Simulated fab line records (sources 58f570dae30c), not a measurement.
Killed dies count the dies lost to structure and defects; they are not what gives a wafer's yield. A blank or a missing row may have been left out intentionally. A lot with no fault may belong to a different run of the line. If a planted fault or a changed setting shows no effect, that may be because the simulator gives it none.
The tool behind it: which one?    flow berkeley-cmos170    14 lots with 42 wafers sampled at 2 steps, on a route of 331 steps

## WHAT THE GAUGES SHOWED, per wafer
UCB170_M2_OVL_MEAS_16. Usual: M2_OVL 1 nm, standard deviation 6.5.
lot   measured      on          M2_OVL (nm)  flag
L465  day 8 13:31   overlay-02  -9 -8 -8     
L463  day 8 15:46   overlay-01  11 7 3       
L464  day 8 16:10   overlay-02  -5 -3 -6     
L466  day 9 04:26   overlay-01  -2 10 0      
L468  day 9 06:44   overlay-02  -3 -4 -1     
L467  day 9 08:04   overlay-01  0 0 -1       
L469  day 9 14:04   overlay-02  -1 -9 -6     
L470  day 10 04:07  overlay-01  225 241 245  OFF
L471  day 10 05:54  overlay-01  237 233 235  OFF
L476  day 11 01:34  overlay-02  -2 -6 4      
L475  day 11 03:14  overlay-02  1 3 -5       
L482  day 12 14:56  overlay-02  -4 -14 -2    
L484  day 13 09:03  overlay-01  2 6 0        
L485  day 13 09:19  overlay-02  -2 1 1       

## EACH LOT AND THE TOOL THAT RAN IT (in order: tool; ch and the chambers of the sampled wafers; start)
lot   UCB170_M2_EXPOSE_12
L465  krf-scanner-01 ch 0, day 8 12:46
L463  krf-scanner-02 ch 0, day 8 15:02
L464  krf-scanner-01 ch 0, day 8 15:31
L466  krf-scanner-02 ch 0, day 9 03:55
L468  krf-scanner-01 ch 0, day 9 06:13
L467  krf-scanner-02 ch 0, day 9 07:34
L469  krf-scanner-01 ch 0, day 9 13:34
L470  krf-scanner-02 ch 0, day 10 03:37
L471  krf-scanner-02 ch 0, day 10 05:23
L476  krf-scanner-01 ch 0, day 11 01:01
L475  krf-scanner-01 ch 0, day 11 02:45
L482  krf-scanner-01 ch 0, day 12 14:10
L484  krf-scanner-01 ch 0, day 13 08:24
L485  krf-scanner-01 ch 0, day 13 08:29
- UCB170_M2_EXPOSE_12: exposes mask METAL2, target cd 700 nm.

## AS READ BY THE TOOLS THEMSELVES (means over the sampled wafers that have a number; for cases with no such wafer, the mark the record gives instead)
The record holds no such reading with a usual standard deviation.

## THE ANSWER, worked out from the rows above alone
Rule: lot off if the mean of its wafers having a number is beyond 3 standard deviations from the usual mean. Also off: a lot with no number at a reading for which 4 or more lots have one. Any other lot the step has rows for is counted as sound. First the gauges in route order, then the tools' own readings, where a lot's mean is used as printed above. At the first step where some lot is off, the reading lying furthest off is the one used; lots without a number count as furthest.
Off: L470, L471, seen at UCB170_M2_OVL_MEAS_16 (M2_OVL).
A tool fits if, at a process step before that reading, it ran every lot that is off, and no sound lot after the first of them. Gauges at UCB170_M2_OVL_MEAS_16: tried the same way as those tools. One fits: krf-scanner-02 at UCB170_M2_EXPOSE_12. Its last sound lot is L467 (day 9 07:34), its first lot that is off L470 (day 10 03:37): a fault that began between those two fits.

## WHAT THE SIMULATOR HAD INSERTED
Scanner matching overlay: krf-scanner-02, from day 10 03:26 on, at UCB170_M2_EXPOSE_12. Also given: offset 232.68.
Shown lots that were struck: L470, L471. The rule above found the same.
